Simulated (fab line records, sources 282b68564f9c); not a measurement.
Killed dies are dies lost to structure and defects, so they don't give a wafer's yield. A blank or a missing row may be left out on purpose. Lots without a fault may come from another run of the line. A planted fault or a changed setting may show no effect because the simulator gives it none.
A struck lot beside a sound one | flow rit_cmos | 14 steps out of a route of 202
Sound: wafers L424.1, L424.2, L424.6. Struck: wafers L421.1, L421.5, L421.6. The cause comes at the end.
At each step with rows: each side's tool, then ch and its chambers, then its first start. Under that, the readings that differ: sound wafers | struck wafers | difference of the means | sigmas: that difference in standard deviations of wafers without a fault.
alike: readings whose means differ by less than 2 such deviations, and words and numbers that are the same on both sides. not compared: withheld readings, readings that some wafer has no value for, bounds like >300 that may hide the same value, and numbers for which the record gives no deviation and whose values overlap.
The two part at a step that has a row with sigmas, a row that says differs or no value, or rows on one side only. Numbers that don't overlap but have no deviation are shown without sigmas and don't part them. A reading that every wafer of one side lacks parts them only if that side has two wafers or more.

first, 1 step without rows for these wafers: RIT_NWELL_IMPLANT_08.
RIT_NWELL_STRIP_09: strips in O2, time 180 s.
  sound on plasma_asher-02 ch 0,1, day 5 15:34; struck on plasma_asher-02 ch 0,1, day 4 23:47
  alike: chamber_pressure_mTorr, drypump_motor_current_A
  not compared: rf_hours_counter_h
RIT_NWELL_TW_MEAS_10:
  sound on film_metro-02, day 5 15:44; struck on film_metro-02, day 4 23:57
  alike: NWELL_TW
then, 6 steps without rows for these wafers: RIT_PWELL_HMDS_00 (prime time 60 s); RIT_PWELL_COAT_01 (resist thk 1300 nm); RIT_PWELL_SOFTBAKE_02 (time 60 s); RIT_PWELL_EXPOSE_03 (exposes mask M3, target cd 43700 nm); RIT_PWELL_PEB_04; RIT_PWELL_DEVELOP_05 (develop time 68 s).
RIT_PWELL_OVL_MEAS_06:
  sound on overlay-01, day 5 16:49; struck on overlay-01, day 5 00:53
  alike: PWELL_OVL
then, 2 steps without rows for these wafers: RIT_PWELL_HARDBAKE_07 (time 120 s); RIT_PWELL_IMPLANT_08.
RIT_PWELL_STRIP_09: strips in O2, time 180 s.
  sound on plasma_asher-03 ch 0,1, day 5 17:14; struck on plasma_asher-04 ch 0,1, day 5 01:20
  no value came back on the struck wafers for chamber_pressure_mTorr (mTorr), drypump_motor_current_A (A), time_s (s); on the sound wafers chamber_pressure_mTorr (mTorr) reads 3992 3997 3994
  reading                                    | sound | struck         | difference | sigmas
  model.NOVOLAK_of_PWELL_COAT_01.thk_nm (nm) | 0 0 0 | 1133 1133 1135 | +1134      |
  not compared: rf_hours_counter_h
RIT_PWELL_TW_MEAS_10:
  sound on film_metro-01, day 5 17:25; struck on film_metro-01, day 5 01:30
  alike: PWELL_TW

WHERE THEY PART
Only at RIT_PWELL_STRIP_09, within this record. Later steps at which nothing parts them and some readings are alike: RIT_PWELL_TW_MEAS_10.

WHY: what the simulator had put in
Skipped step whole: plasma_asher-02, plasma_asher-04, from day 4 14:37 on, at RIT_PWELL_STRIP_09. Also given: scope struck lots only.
